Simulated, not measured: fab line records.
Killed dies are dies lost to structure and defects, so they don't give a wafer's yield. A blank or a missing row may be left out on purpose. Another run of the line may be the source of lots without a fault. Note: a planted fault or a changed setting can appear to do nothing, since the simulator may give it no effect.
Struck lot and sound lot, side by side    flow berkeley_cmos170    17 out of 331 route steps
Sound: wafers L637.1, L637.2, L637.4. Struck: wafers L641.1, L641.2, L641.3. At the end, the cause is stated.
Order at every step that has rows: each side's tool, ch and its chambers, its first start. Under that, the readings that differ: sound wafers    struck wafers    difference of the means    sigmas: that difference in standard deviations of wafers without a fault.
alike: readings with means less than 2 such deviations apart, plus words and numbers identical on both sides. not compared: withheld readings, readings lacking a value on some wafer, bounds such as >300 that could conceal the same value, and numbers that have no deviation in the record and whose values overlap.
The two part at a step that has a row with sigmas, a row that says differs or no value, or rows on one side only. When numbers do not overlap yet have no deviation, they are printed without sigmas and do not part them. A reading that every wafer of one side lacks parts them only if that side has two wafers or more.

first, 2 steps without rows for these wafers: UCB170_PSD_PEB_04; UCB170_PSD_DEVELOP_05 (develop time 45 s).
UCB170_PSD_CD_MEAS_06 targets a cd of 1200 nm.
  sound on cd_sem-01 at day 9 01:05; struck on cd_sem-01 at day 9 16:26
  alike: cd_nm
UCB170_PSD_OVL_MEAS_07:
  sound on overlay-02 at day 9 01:13; struck on overlay-02 at day 9 16:34
  alike: PSD_OVL
following that, these wafers have no rows for 1 step: UCB170_PSD_IMPLANT_08.
UCB170_PSD_STRIP_09: strips in O2.
  sound on plasma_asher-03 ch 0,1, day 9 01:23; struck on plasma_asher-03 ch 0,1, day 9 16:45
  alike: drypump_motor_current_A, o2_flow_sccm, oes_product_au, strip_time_to_endpoint_s
  not compared: rf_hours_counter_h
UCB170_PSD_TW_MEAS_10:
  sound on film_metro-02 at day 9 01:29; struck on film_metro-01 at day 9 16:51
  alike: PSD_TW
then, 5 steps without rows for these wafers: UCB170_PSD_CLEAN_11 (cleans in SPM, time 600 s); UCB170_NSD_HMDS_00 (prime time 60 s); UCB170_NSD_COAT_01 (resist thk 900 nm); UCB170_NSD_SOFTBAKE_02 (time 60 s); UCB170_NSD_EXPOSE_03 (exposes mask NSELECT MOD, target cd 1200 nm).
UCB170_NSD_PEB_04:
  sound on litho_track-02 ch 0, day 9 02:30; struck on litho_track-02 ch 0, day 9 18:50
reading                   sound                 struck                difference  sigmas
heater_power_total_W (W)  56.81 56.85 56.80     57.38 57.35 57.33     +0.53       +12
plate_temp_C (C)          129.86 130.05 130.04  130.81 130.88 130.78  +0.84       +7
then, 1 step without rows for these wafers: UCB170_NSD_DEVELOP_05 (develop time 45 s).
UCB170_NSD_CD_MEAS_06 targets a cd of 1200 nm.
  sound on cd_sem-01 at day 9 02:47; struck on cd_sem-01 at day 9 19:07
reading     sound                 struck                difference  sigmas
cd_nm (nm)  1200.9 1201.6 1202.2  1206.2 1205.9 1206.8  +4.7        +3
UCB170_NSD_OVL_MEAS_07:
  sound on overlay-02 at day 9 02:55; struck on overlay-02 at day 9 19:14
  alike: NSD_OVL
UCB170_M3_PROBE_99:
  rows exist in the record for the struck wafers here (prober-01, day 10 22:58), but not for the sound ones

WHERE THEY PART
At UCB170_NSD_PEB_04 first; at UCB170_M3_PROBE_99 last (within this record only).

WHY: what the simulator had put in
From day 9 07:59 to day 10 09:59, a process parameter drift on litho_track-02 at UCB170_NSD_PEB_04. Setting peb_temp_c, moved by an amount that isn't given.
